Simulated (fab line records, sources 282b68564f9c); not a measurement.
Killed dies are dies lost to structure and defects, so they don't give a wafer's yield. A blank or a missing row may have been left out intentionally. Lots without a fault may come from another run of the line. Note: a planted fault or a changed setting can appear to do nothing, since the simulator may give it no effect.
Lot-split experiment	flow rit cmos	23 wafers read across 5 lots, on a route 202 steps long

## ON THE SPLIT
At RIT_GATE_DEVELOP_15 (develop time 50 s), the setting develop time s was moved away from the recipe's 50 s on 7 of the 23 wafers read, by -8.2% to +8.3%. This setting was run at the recipe's value on the other wafers.

## FROM THE SPLIT TO THE READING: what the file shows between them, 3 steps
- RIT_GATE_CD_MEAS_16: target cd 150 nm
- RIT_GATE_ETCH_19: etches poly-Si in SF6/CHF3/O2, stops on SiO2, time 165 s, target depth 312.5 nm (also split here: time s)
- RIT_GATE_STRIP_20: strips in O2, time 180 s

## THE READING
cd nm, in nm, at RIT_GATE_CD_MEAS_90 (target cd 150 nm). A value of 150.2 nm with a standard deviation of 2.2 nm is what fault-free wafers of this fab line usually give.

wafer	tool, chamber at the split	develop time s as run, s	against the recipe	cd nm, nm	against lot-mates on the recipe
L075.1	litho track-01, 0	50	recipe	149.1	-
L075.2	litho track-01, 0	50	recipe	151.5	-
L075.4	litho track-01, 0	50	recipe	150.0	-
L075.5	litho track-01, 0	50	recipe	152.5	-
L075.6	litho track-01, 0	50	recipe	150.1	-
L076.1	litho track-01, 0	50	recipe	151.1	-
L076.2	litho track-01, 0	45.92	-8.2%	167.9	+16.4
L076.3	litho track-01, 0	50	recipe	152.4	-
L076.4	litho track-01, 0	50	recipe	151.0	-
L076.6	litho track-01, 0	45.92	-8.2%	167.3	+15.8
L078.1	litho track-03, 0	54.16	+8.3%	140.4	-11.3
L078.2	litho track-03, 0	54.16	+8.3%	141.4	-10.3
L078.3	litho track-03, 0	50	recipe	151.9	-
L078.4	litho track-03, 0	54.16	+8.3%	137.7	-14.1
L078.5	litho track-03, 0	50	recipe	151.6	-
L081.1	litho track-01, 0	50	recipe	152.0	-
L081.2	litho track-01, 0	50	recipe	152.4	-
L081.3	litho track-01, 0	46.19	-7.6%	165.7	+13.9
L081.4	litho track-01, 0	46.19	-7.6%	165.1	+13.3
L081.5	litho track-01, 0	50	recipe	151.1	-
L085.1	litho track-01, 0	50	recipe	147.9	-
L085.4	litho track-01, 0	50	recipe	147.7	-
L085.6	litho track-01, 0	50	recipe	146.8	-

THE FIT
A straight line over all 23 wafers: cd nm changes by -1.68 nm for each +1% of develop time s; r = -0.96; the points scatter about the line by 2.2 nm.
The same after taking each lot's own level away (the mean of its wafers on the recipe; 23 wafers): -1.67 nm for each +1%; r = -0.99; scatter 1.3 nm.
The reading moves by 14 nm for the largest change in develop time s, on that fit.
Across the lots, their own levels run from 147.47 to 151.83 nm, a range of 2.0 times the standard deviation given above.
The two slopes are in agreement: the lot-to-lot level therefore moves the slope only a little.
Check: for one of the wafers moved furthest among these (+8.3%), held out of the fit, the line's prediction against its lot-mates is -13.9 nm. It came out at -11.3 nm against them.

## ADDITIONAL SPLITS CARRIED BY THESE WAFERS
Other splits were also applied to these wafers ahead of the reading. Each is held against what the fit with the lots' levels taken away leaves over:
other split on the same wafers	wafers away from the commonest value	r with cd nm (lot level and that fit taken away)
RIT_GATE_ETCH_19 time s	11	+0.11

## THE WHOLE CHAIN: every reading that the file lists as answering this split, in the file's order
step	what it does	reading	change (the file's fit)	r (the file's)
RIT_GATE_CD_MEAS_16	target cd 150 nm	cd nm	-1.76 nm for each +1% of the setting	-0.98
RIT_GATE_ETCH_19	etches poly-Si in SF6/CHF3/O2, stops on SiO2, time 165 s, target depth 312.5 nm	GATE.cd nm (the simulator's own value, which no gauge read)	-1.74 nm for each +1% of the setting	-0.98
RIT_GATE_CD_MEAS_90	target cd 150 nm	cd nm	-1.72 nm for each +1% of the setting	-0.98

## FILE'S OWN FIT
cd nm changes by -1.72 nm for each +1% of develop time s, r = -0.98.
